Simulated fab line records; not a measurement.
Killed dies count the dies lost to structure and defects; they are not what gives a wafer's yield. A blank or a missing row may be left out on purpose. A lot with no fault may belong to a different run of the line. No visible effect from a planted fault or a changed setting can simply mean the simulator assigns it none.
A single fault, viewed from 2 desks / flow rit_cmos / numbers are kept per desk, each desk with only its own; the story behind them comes last

== AT THE METROLOGY DESK ==
What the gauges read, lot by lot, whatever tool the lot ran on: means of the sampled wafers that have a number. Any lot whose mean is over 4 standard deviations away from the usual mean is out of limits and marked OUT; that distance is given in the brackets.
Columns: A = GATE_OXIDE_THK at RIT_GATE_THK_MEAS_07, usual 3.05 nm; B = GATE_POLY_THK at RIT_GATE_THK_MEAS_09, usual 250.4 nm; C = cd_nm at RIT_GATE_CD_MEAS_16, usual 151 nm; D = GATE_OVL at RIT_GATE_OVL_MEAS_17, usual 0.2 nm
lot=L904; first seen here=day 3 22:10; A=3.00; B=250.7; C=152; D=0.2
lot=L913; first seen here=day 6 04:52; A=2.93; B=248.6; C=147; D=-0.1
lot=L915; first seen here=day 6 15:08; A=3.05; B=252.8; C=143; D=1.2
lot=L916; first seen here=day 6 17:35; A=3.16; B=246.9; C=152; D=-0.7
lot=L920; first seen here=day 7 11:03; A=3.00; B=253.5; C=147; D=-0.0
This desk's verdict: no lot among the 5 shows anything out of limits.

== DESK OF THE TOOL OWNER: rie_si-01 ==
The tool's own readings at RIT_GATE_ETCH_19 (etches poly-Si in SF6/CHF3/O2, stops on SiO2, time 165 s, target depth 312.5 nm): means of the sampled wafers that have a number, for each lot that ran on this tool. Any lot whose mean is over 4 standard deviations away from the usual mean is out of limits and marked OUT; that distance is given in the brackets.
Columns: A = chamber_pressure_mTorr at RIT_GATE_ETCH_19, usual 40.00 mTorr; B = drypump_motor_current_A at RIT_GATE_ETCH_19, usual 5.8 A; C = he_backside_leak_sccm at RIT_GATE_ETCH_19, usual 2.80 sccm; D = oes_product_au at RIT_GATE_ETCH_19, usual 0.848 a.u.; E = run_length_s at RIT_GATE_ETCH_19, usual 193.3 s; F = throttle_valve_pct at RIT_GATE_ETCH_19, usual 10.28 %
lot=L904; first seen here=day 4 01:14; A=40.00; B=5.6; C=3.07; D=0.854; E=193.4; F=10.25
lot=L920; first seen here=day 7 14:08; A=39.97; B=5.6; C=2.96; D=0.810; E=208.7 (+33) OUT; F=10.09
Finding of this desk: L920 out of limits; the first was L920 at day 7 14:08, on run_length_s at RIT_GATE_ETCH_19. In limits: L904.

== TAKEN TOGETHER ==
At day 7 14:08, on L920, the tool owner's desk was in a position to raise an alarm.
The metrology desk saw nothing out of limits.
The metrology desk holds a record of L920, inside its limits.
On rie_si-01, each named lot ran RIT_GATE_ETCH_19.

== WHAT WAS PUT IN BY THE SIMULATOR ==
rie_si-01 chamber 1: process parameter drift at RIT_GATE_ETCH_19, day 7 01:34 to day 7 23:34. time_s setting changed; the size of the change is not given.
Struck lots among those shown: L920.
Delay in hours, fault start to first out-of-limits reading, by desk: the tool owner's desk at 13.
